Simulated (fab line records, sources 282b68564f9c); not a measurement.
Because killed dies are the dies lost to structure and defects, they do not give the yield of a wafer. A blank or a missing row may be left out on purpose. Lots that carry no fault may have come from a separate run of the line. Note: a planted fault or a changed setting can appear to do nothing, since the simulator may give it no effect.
Comparing a struck lot with a sound one :: flow rit-cmos :: 43 out of 202 route steps
Sound: wafers L136.2, L136.5, L136.6. Struck: wafer L151.3. (L151.4, L151.6 of the same lot were not struck and are left out.) The cause comes at the end.
At each step with rows: each side's tool, then ch and its chambers, then its first start. Under that, the readings that differ: sound wafers :: struck wafers :: difference of the means :: sigmas: that difference in standard deviations of wafers without a fault.
alike: same words and numbers on both sides, and readings whose means sit less than 2 such deviations apart. not compared: any withheld reading, any reading some wafer has no value for, any bound like >300 that may hide the same value, and any number with overlapping values for which the record gives no deviation.
The two part at a step that has a row with sigmas, a row that says differs or no value, or rows on one side only. When numbers do not overlap yet have no deviation, they are printed without sigmas and do not part them. A reading missing from all wafers of one side parts the sides only when that side holds two or more wafers.

first, 1 step without rows for these wafers: RIT_NLDD_IMPLANT_08.
RIT_NLDD_STRIP_09: strips in O2, time 180 s.
  sound on plasma-asher-04 ch 0,1, day 3 02:51; struck on plasma-asher-02 ch 1, day 6 13:04
  alike: drypump-motor-current-A, o2-flow-sccm
  not compared: rf-hours-counter-h
RIT_NLDD_TW_MEAS_10:
  sound on film-metro-02, day 3 03:02; struck on film-metro-04, day 6 13:11
  alike: NLDD_TW
then, 6 steps without rows for these wafers: RIT_PLDD_HMDS_00 (prime time 60 s); RIT_PLDD_COAT_01 (resist thk 1000 nm); RIT_PLDD_SOFTBAKE_02 (time 60 s); RIT_PLDD_EXPOSE_03 (exposes mask M8, target cd 40900 nm); RIT_PLDD_PEB_04; RIT_PLDD_DEVELOP_05 (develop time 50 s).
RIT_PLDD_OVL_MEAS_06:
  sound on overlay-02, day 3 04:08; struck on overlay-01, day 6 14:06
  alike: PLDD_OVL
then, 2 steps without rows for these wafers: RIT_PLDD_HARDBAKE_07 (time 60 s); RIT_PLDD_IMPLANT_08.
RIT_PLDD_STRIP_09: strips in O2, time 180 s.
  sound on plasma-asher-01 ch 0,1, day 3 04:28; struck on plasma-asher-02 ch 0, day 6 14:29
  alike: drypump-motor-current-A, o2-flow-sccm
  not compared: rf-hours-counter-h
RIT_PLDD_TW_MEAS_10:
  sound on film-metro-01, day 3 04:39; struck on film-metro-01, day 6 14:37
  alike: PLDD_TW
then, 4 steps without rows for these wafers: RIT_SPACER_CLEAN_00 (cleans in SC1, time 600 s); RIT_SPACER_CLEAN_01 (cleans in dHF, time 30 s); RIT_SPACER_CLEAN_02 (cleans in SC2, time 600 s); RIT_SPACER_CVD_03 (deposits Si3N4 from SiH2Cl2/NH3, target thk 250 nm, time 3300 s).
RIT_SPACER_THK_MEAS_04:
  sound on film-metro-03, day 3 07:02; struck on film-metro-03, day 6 16:58
reading: SPACER_NITRIDE_THK (nm)
sound: 246.6 244.5 244.7
struck: 250.3
difference: +5.0
sigmas: +2
RIT_SPACER_ETCHBACK_05: etches Si3N4 in SF6/CHF3, stops on SiO2, target depth 250 nm, time 246.9 s.
  sound on rie-diel-03 ch 1,2,3, day 3 07:05; struck on rie-diel-01 ch 1, day 6 17:00
  alike: drypump-motor-current-A, oes-product-au, throttle-valve-pct
  not compared: rf-hours-counter-h
then, 6 steps without rows for these wafers: RIT_NSD_HMDS_00 (prime time 60 s); RIT_NSD_COAT_01 (resist thk 1000 nm); RIT_NSD_SOFTBAKE_02 (time 60 s); RIT_NSD_EXPOSE_03 (exposes mask M9, target cd 40700 nm); RIT_NSD_PEB_04; RIT_NSD_DEVELOP_05 (develop time 50 s).
RIT_NSD_OVL_MEAS_06:
  sound on overlay-02, day 3 08:05; struck on overlay-01, day 6 18:08
reading: NSD_OVL (nm)
sound: 3.0 2.4 0.9
struck: -1.0
difference: -3.1
sigmas: -2
then, 2 steps without rows for these wafers: RIT_NSD_HARDBAKE_07 (time 60 s); RIT_NSD_IMPLANT_08.
RIT_NSD_STRIP_09: strips in O2, time 180 s.
  sound on plasma-asher-04 ch 0,1, day 3 08:25; struck on plasma-asher-01 ch 0, day 6 18:31
  alike: drypump-motor-current-A, o2-flow-sccm
  not compared: rf-hours-counter-h
RIT_NSD_TW_MEAS_10:
  sound on film-metro-02, day 3 08:36; struck on film-metro-02, day 6 18:40
  alike: NSD_TW
then, 6 steps without rows for these wafers: RIT_PSD_HMDS_00 (prime time 60 s); RIT_PSD_COAT_01 (resist thk 1000 nm); RIT_PSD_SOFTBAKE_02 (time 60 s); RIT_PSD_EXPOSE_03 (exposes mask M10, target cd 40900 nm); RIT_PSD_PEB_04; RIT_PSD_DEVELOP_05 (develop time 51.19 s).
RIT_PSD_OVL_MEAS_06:
  sound on overlay-01, day 3 09:37; struck on overlay-01, day 6 19:41
  alike: PSD_OVL
then, 2 steps without rows for these wafers: RIT_PSD_HARDBAKE_07 (time 60 s); RIT_PSD_IMPLANT_08.
RIT_PSD_STRIP_09: strips in O2, time 180 s.
  sound on plasma-asher-04 ch 0,1, day 3 09:57; struck on plasma-asher-02 ch 1, day 6 20:04
reading: drypump-motor-current-A (A)
sound: 6.04 6.43 6.04
struck: 5.74
difference: -0.43
sigmas: -2
  alike: o2-flow-sccm
  not compared: rf-hours-counter-h
RIT_PSD_TW_MEAS_10:
  sound on film-metro-04, day 3 10:08; struck on film-metro-04, day 6 20:12
  alike: PSD_TW
RIT_M1_PROBE_99:
  sound on prober-01, day 3 18:38; struck on prober-02, day 7 04:19
reading: killed-at-front-end
sound: 6 4 8
struck: 44
difference: +38
sigmas: +14

reading: killed-dies
sound: 6 4 8
struck: 44
difference: +38
sigmas: +14
  alike: killed-open, killed-short

## WHERE THEY PART
First at RIT_SPACER_THK_MEAS_04; last, within this record, at RIT_M1_PROBE_99.

WHY: whatever the simulator had introduced
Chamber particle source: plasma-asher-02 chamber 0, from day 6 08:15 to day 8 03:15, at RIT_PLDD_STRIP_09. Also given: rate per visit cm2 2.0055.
